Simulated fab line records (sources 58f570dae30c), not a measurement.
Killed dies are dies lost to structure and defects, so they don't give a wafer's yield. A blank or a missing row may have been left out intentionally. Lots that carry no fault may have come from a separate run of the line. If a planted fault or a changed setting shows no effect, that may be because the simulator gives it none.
Struck lot and sound lot, side by side || flow berkeley cmos170 || 14 out of 331 route steps
Sound: these wafers, L683.1, L683.4, L683.6. Wafers L682.3, L682.4, L682.5 were the ones struck. The cause is named last.
Per side, at each step with rows, come the tool, then ch with its chambers, and then its first start. Under that, the readings that differ: sound wafers || struck wafers || difference of the means || sigmas: that difference in standard deviations of wafers without a fault.
alike: words and numbers the same on both sides, and readings whose means are apart by under 2 such deviations; not compared: readings that were withheld, readings missing a value for some wafer, numbers with overlapping values and no deviation given by the record, and bounds like >300 which may hide the same value.
A row with sigmas, a row that says differs or no value, or rows on one side alone: a step with any of these is where the two part. Non-overlapping numbers with no deviation appear without sigmas and do not part them. A reading that every wafer of one side lacks parts them only if that side has two wafers or more.

UCB170_M3_RS_MEAS_02: measurement is done with a four-point probe.
  sound on film metro-04, day 9 23:12; struck on film metro-01, day 9 09:50
  alike: M3_AL_RS
UCB170_M3_THK_MEAS_03: measures by xrf.
  sound on film metro-04, day 9 23:19; struck on film metro-01, day 9 09:56
  alike: M3_AL_THK
then, 3 steps without rows for these wafers: UCB170_M3_HMDS_04 (prime time 60 s); UCB170_M3_COAT_05 (resist thk 900 nm); UCB170_M3_SOFTBAKE_06 (time 60 s).
UCB170_M3_STRIP_07: strips in O2.
  sound on plasma asher-03 ch 0,1, day 9 23:50; struck on plasma asher-01 ch 0,1, day 9 10:42
  alike: drypump motor current A, oes product au, strip time to endpoint s
  not compared: rf hours counter h
then, 6 steps without rows for these wafers: UCB170_M3_STRIP_08 (strips KrF in DMSO, time 600 s); UCB170_M3_COAT_09; UCB170_M3_COAT_10 (resist thk 900 nm); UCB170_M3_SOFTBAKE_11 (time 60 s); UCB170_M3_EXPOSE_12 (exposes mask METAL3, target cd 700 nm); UCB170_M3_PEB_13.
UCB170_M3_DEVELOP_14: develop time 45.91 s.
  struck on litho track-01, day 9 11:00; sound on litho track-04 ch 0, day 10 01:00
  no value came back on the struck wafers for chill plate temp C (C), develop time s (s); on the sound wafers chill plate temp C (C) reads 22.93 22.83 22.98
{"reading": "model.KrF_of_M3_COAT_10.thk nm (nm)", "sound": "884.7 887 882.5", "struck": "901.4 903 903.8", "difference": "+18.0", "sigmas": ""}
UCB170_M3_CD_MEAS_15: target cd 700 nm.
  sound on cd sem-01, day 10 01:09; struck on cd sem-01, day 9 12:08
{"reading": "cd nm (nm)", "sound": "702.4 701.6 701.1", "struck": "- - -", "difference": "no value on the struck wafers", "sigmas": ""}

== WHERE THEY PART ==
Last at UCB170_M3_CD_MEAS_15 as far as this record goes, first at UCB170_M3_DEVELOP_14.

WHY: what the simulator had put in
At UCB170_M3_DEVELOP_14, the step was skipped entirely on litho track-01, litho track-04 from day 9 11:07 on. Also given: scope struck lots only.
